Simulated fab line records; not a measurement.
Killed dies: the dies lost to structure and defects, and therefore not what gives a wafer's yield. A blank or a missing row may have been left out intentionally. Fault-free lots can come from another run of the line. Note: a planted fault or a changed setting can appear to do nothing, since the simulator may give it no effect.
One fault seen from 2 desks / flow rit_cmos / numbers are kept per desk, each desk with only its own; the story behind them comes last

## THE TOOL OWNER'S DESK: implanter-04
The tool's own readings at RIT_PWELL_IMPLANT_08, given as means over the sampled wafers that have a number, one for each lot that went through this tool. The brackets show how far a lot's mean lies from the usual mean; more than 4 standard deviations puts the lot out of limits, marked OUT.
Columns: A = beam_energy_keV at RIT_PWELL_IMPLANT_08, usual 170.00; B = dose_ions_cm2 at RIT_PWELL_IMPLANT_08, usual 7e+13; C = faraday_current_uA at RIT_PWELL_IMPLANT_08, usual 222
lot=L352; first seen here=day 2 06:10; A=170.03; B=7e+13; C=225
lot=L355; first seen here=day 2 18:13; A=170.04; B=7e+13; C=222
lot=L360; first seen here=day 3 20:25; A=170.02; B=7e+13; C=222
lot=L364; first seen here=day 4 15:25; A=170.01; B=9e+13 (+99 or more) OUT; C=288 (+16) OUT
lot=L366; first seen here=day 5 04:29; A=169.99; B=9e+13 (+99 or more) OUT; C=287 (+16) OUT
Finding of this desk: L364, L366 out of limits; the first was L364 at day 4 15:25, on dose_ions_cm2 at RIT_PWELL_IMPLANT_08. L352, L355, L360 stayed within limits.

## METROLOGY DESK
What the gauges read for every lot (on any tool): the sampled wafers with a number, averaged. The brackets show how far a lot's mean lies from the usual mean; more than 4 standard deviations puts the lot out of limits, marked OUT.
Columns: A = FIELD_OXIDE_LEFT_1_THK at RIT_FOX2_THK_MEAS_90, usual 319 nm; B = PWELL_TW at RIT_PWELL_TW_MEAS_10, usual 952; C = PWELL_RS at RIT_WELLDRIVE_RS_MEAS_02, usual 429.1 ohm/sq; D = cd_nm at RIT_GATE_CD_MEAS_90, usual 149.8 nm
lot=L352; first seen here=day 2 03:16; A=319; B=958; C=430.2; D=147.1
lot=L353; first seen here=day 2 07:20; A=327; B=955; C=428.7; D=147.3
lot=L355; first seen here=day 2 15:18; A=323; B=950; C=429.6; D=150.4
lot=L356; first seen here=day 2 20:23; A=314; B=956; C=428.5; D=150.8
lot=L357; first seen here=day 3 04:46; A=317; B=956; C=428.3; D=149.2
lot=L358; first seen here=day 3 07:49; A=330; B=951; C=430.8; D=150.6
lot=L359; first seen here=day 3 15:33; A=325; B=945; C=427.6; D=153.2
lot=L360; first seen here=day 3 17:29; A=318; B=954; C=429.2; D=153.1
lot=L363; first seen here=day 4 12:25; A=316; B=952; C=429.6; D=150.7
lot=L364; first seen here=day 4 12:26; A=326; B=1036 (+17) OUT; C=364.3 (-59) OUT; D=147.3
lot=L366; first seen here=day 5 01:31; A=313; B=1037 (+17) OUT; C=364.3 (-59) OUT; D=146.9
lot=L368; first seen here=day 5 13:50; A=322; B=949; C=427.4; D=152.6
lot=L372; first seen here=day 6 04:38; A=311; B=945; C=428.7; D=147.4
lot=L373; first seen here=day 6 09:25; A=318; B=947; C=429.0; D=150.2
This desk reports L364, L366 out of limits; the earliest was L364 at day 4 15:44 (PWELL_TW at RIT_PWELL_TW_MEAS_10). L352, L353, L355, L356, L357, L358, L359, L360, L363, L368, L372, L373 stayed within limits.

## ALL TOGETHER
The tool owner's desk had the chance to raise an alarm at day 4 15:25 on L364, L366.
On L364, L366, the metrology desk was in a position to raise an alarm at day 4 15:44.
On implanter-04, each named lot ran RIT_PWELL_IMPLANT_08.

## WHAT THE SIMULATOR HAD PUT IN
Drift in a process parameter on implanter-04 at RIT_PWELL_IMPLANT_08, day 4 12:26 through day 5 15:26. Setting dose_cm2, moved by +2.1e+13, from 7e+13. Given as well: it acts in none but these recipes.
Struck lots among those shown: L364, L366.
Fault start to first reading out of limits, in hours, per desk: tool owner, 3; metrology, 3.
